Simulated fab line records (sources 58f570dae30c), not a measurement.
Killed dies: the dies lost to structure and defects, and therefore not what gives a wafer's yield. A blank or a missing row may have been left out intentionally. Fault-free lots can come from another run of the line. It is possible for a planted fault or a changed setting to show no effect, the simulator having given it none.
Lot-split experiment -- flow berkeley-cmos170 -- 5 lots, 23 wafers read, on a route of 331 steps

== ABOUT THE SPLIT ==
At UCB170_PLDD_PEB_04, the setting peb-temp-c was moved away from the recipe's 130 C on 11 of the 23 wafers read, by -2.5% to +2.7%. The other wafers ran this setting at the recipe's value.

== BETWEEN THE SPLIT AND THE READING: the file shows 1 step in between ==
- UCB170_PLDD_DEVELOP_05: develop time 45 s

== THE READING ==
cd-nm, in nm, at UCB170_PLDD_CD_MEAS_06 (target cd 1200 nm). Typical for fault-free wafers on this fab line: 1200.2 nm, with standard deviation 1.4 nm.

wafer,"tool, chamber at the split","peb-temp-c as run, C",against the recipe,"cd-nm, nm",against lot-mates on the recipe
L075.1,"litho-track-04, 0",130,recipe,1198.0,-
L075.2,"litho-track-04, 0",130,recipe,1199.2,-
L075.3,"litho-track-04, 0",127.7,-1.8%,1182.9,-15.7
L075.4,"litho-track-04, 0",127.7,-1.8%,1182.0,-16.6
L075.5,"litho-track-04, 0",127.7,-1.8%,1183.3,-15.3
L076.1,"litho-track-03, 0",130,recipe,1200.6,-
L076.3,"litho-track-03, 0",130,recipe,1200.5,-
L076.4,"litho-track-03, 0",130,recipe,1199.7,-
L076.5,"litho-track-03, 0",133.5,+2.7%,1222.1,+21.8
L076.6,"litho-track-03, 0",133.5,+2.7%,1222.8,+22.5
L082.1,"litho-track-01, 0",130,recipe,1198.3,-
L082.2,"litho-track-01, 0",126.8,-2.5%,1173.7,-25.5
L082.3,"litho-track-01, 0",130,recipe,1200.2,-
L082.5,"litho-track-01, 0",126.8,-2.5%,1173.5,-25.8
L082.6,"litho-track-01, 0",126.8,-2.5%,1176.4,-22.8
L080.1,"litho-track-03, 0",127.4,-2.0%,1179.0,-20.8
L080.3,"litho-track-03, 0",127.4,-2.0%,1179.5,-20.3
L080.4,"litho-track-03, 0",127.4,-2.0%,1180.2,-19.6
L080.5,"litho-track-03, 0",130,recipe,1200.0,-
L080.6,"litho-track-03, 0",130,recipe,1199.6,-
L085.1,"litho-track-04, 0",130,recipe,1198.1,-
L085.3,"litho-track-04, 0",130,recipe,1198.6,-
L085.5,"litho-track-04, 0",130,recipe,1198.0,-

FIT RESULTS
A straight line over all 23 wafers: cd-nm changes by +9.36 nm for each +1% of peb-temp-c; r = +1.00; the points scatter about the line by 1.2 nm.
The same after taking each lot's own level away (the mean of its wafers on the recipe; 23 wafers): +9.22 nm for each +1%; r = +1.00; scatter 1.3 nm.
Per that fit: largest peb-temp-c move, reading shift of 25 nm.
Across the lots, their own levels run from 1198.23 to 1200.27 nm, a range of 1.5 times the standard deviation given above.
The two slopes agree, so the slope changes little with the lot-to-lot level.
Check: for one of the wafers moved furthest among these (+2.7%), held out of the fit, the line's prediction against its lot-mates is +25.1 nm. Against them it came out at +21.8 nm.

== THE OTHER SPLITS THESE WAFERS WENT THROUGH ==
Before the reading, these wafers also passed through other splits. Each is held against what the fit with the lots' levels taken away leaves over:
other split on the same wafers,wafers away from the commonest value,r with cd-nm (lot level and that fit taken away)
UCB170_GATE_EXPOSE_09 dose-mj,3,+0.04

== THE FILE'S OWN FIT ==
cd-nm changes by +9.26 nm for each +1% of peb-temp-c, r = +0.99.
